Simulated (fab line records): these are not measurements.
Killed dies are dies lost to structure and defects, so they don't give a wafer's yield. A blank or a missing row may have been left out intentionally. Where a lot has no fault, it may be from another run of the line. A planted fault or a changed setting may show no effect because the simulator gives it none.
2 desks, one fault ; flow rit_cmos ; what lay behind the numbers comes last; until then each desk has only its own

## AT THE TOOL OWNER'S DESK: plasma_asher-02
The tool's own readings at RIT_PLDD_STRIP_09 (strips in O2, time 180 s): means of the sampled wafers that have a number, for each lot that ran on this tool. If a lot's mean is further than 4 standard deviations from the usual mean, the lot is out of limits and carries the mark OUT (the distance appears in the brackets).
Columns: A = drypump_motor_current_A at RIT_PLDD_STRIP_09, usual 5.7 A; B = o2_flow_sccm at RIT_PLDD_STRIP_09, usual 4000 sccm
lot;first seen here;A;B
L370;day 2 19:53;5.5;3987
L371;day 3 00:01;5.5;4001
L373;day 3 12:38;5.4;4005
L375;day 3 21:04;5.1;3998
L376;day 4 00:55;5.8;3996
L382;day 5 10:19;5.8;3741 (-19) OUT
L385;day 6 08:10;5.4;3466 (-38) OUT
This desk finds L382, L385 out of limits, L382 being first, at day 5 10:19 (o2_flow_sccm at RIT_PLDD_STRIP_09). Within limits: L370, L371, L373, L375, L376.

## AT THE METROLOGY DESK
What the gauges read, lot by lot, whatever tool the lot ran on: means of the sampled wafers that have a number. If a lot's mean is further than 4 standard deviations from the usual mean, the lot is out of limits and carries the mark OUT (the distance appears in the brackets).
Columns: A = cd_nm at RIT_ACTIVE_CD_MEAS_11, usual 1400.1 nm; B = NLDD_RS at RIT_SDANNEAL_RS_MEAS_07, usual 151.8 ohm/sq; C = cd_nm at RIT_M1_CD_MEAS_09, usual 2599.1 nm
lot;first seen here;A;B;C
L370;day 1 15:09;1401.8;151.2;2600.4
L371;day 1 19:34;1400.4;151.2;2600.9
L372;day 2 00:35;1400.5;152.0;2600.2
L373;day 2 05:34;1398.1;151.8;2597.2
L374;day 2 10:34;1398.9;152.1;2598.9
L375;day 2 16:09;1400.5;151.9;2599.1
L376;day 2 20:30;1400.3;151.9;2602.4
L377;day 3 02:16;1399.7;151.8;2600.2
L382;day 4 02:35;1397.4;152.6;2601.5
L385;day 4 21:14;1398.1;151.4;2599.7
L388;day 5 12:07;1402.6;152.6;2601.2
L389;day 5 14:59;1400.6;151.4;2597.1
L391;day 6 01:45;1401.1;151.7;2597.3
L392;day 6 06:20;1400.5;152.2;2595.8
Result from this desk: across the 14 lots, nothing is out of limits.

## PUT TOGETHER
An alarm could have come from the tool owner's desk at day 5 10:19, on L382, L385.
Metrology desk: nothing out of limits seen.
The metrology desk has L382, L385 on record, within its limits.
All the named lots went through RIT_PLDD_STRIP_09 on plasma_asher-02.

## WHAT THE SIMULATOR PUT IN
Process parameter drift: plasma_asher-02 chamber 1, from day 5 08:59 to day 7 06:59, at RIT_PLDD_STRIP_09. Setting o2_flow_sccm shifted by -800 from 4000. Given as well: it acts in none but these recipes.
Shown lots that were struck: L382, L385.
Each desk's first reading out of limits, in hours after the fault started: the tool owner's desk, 1.
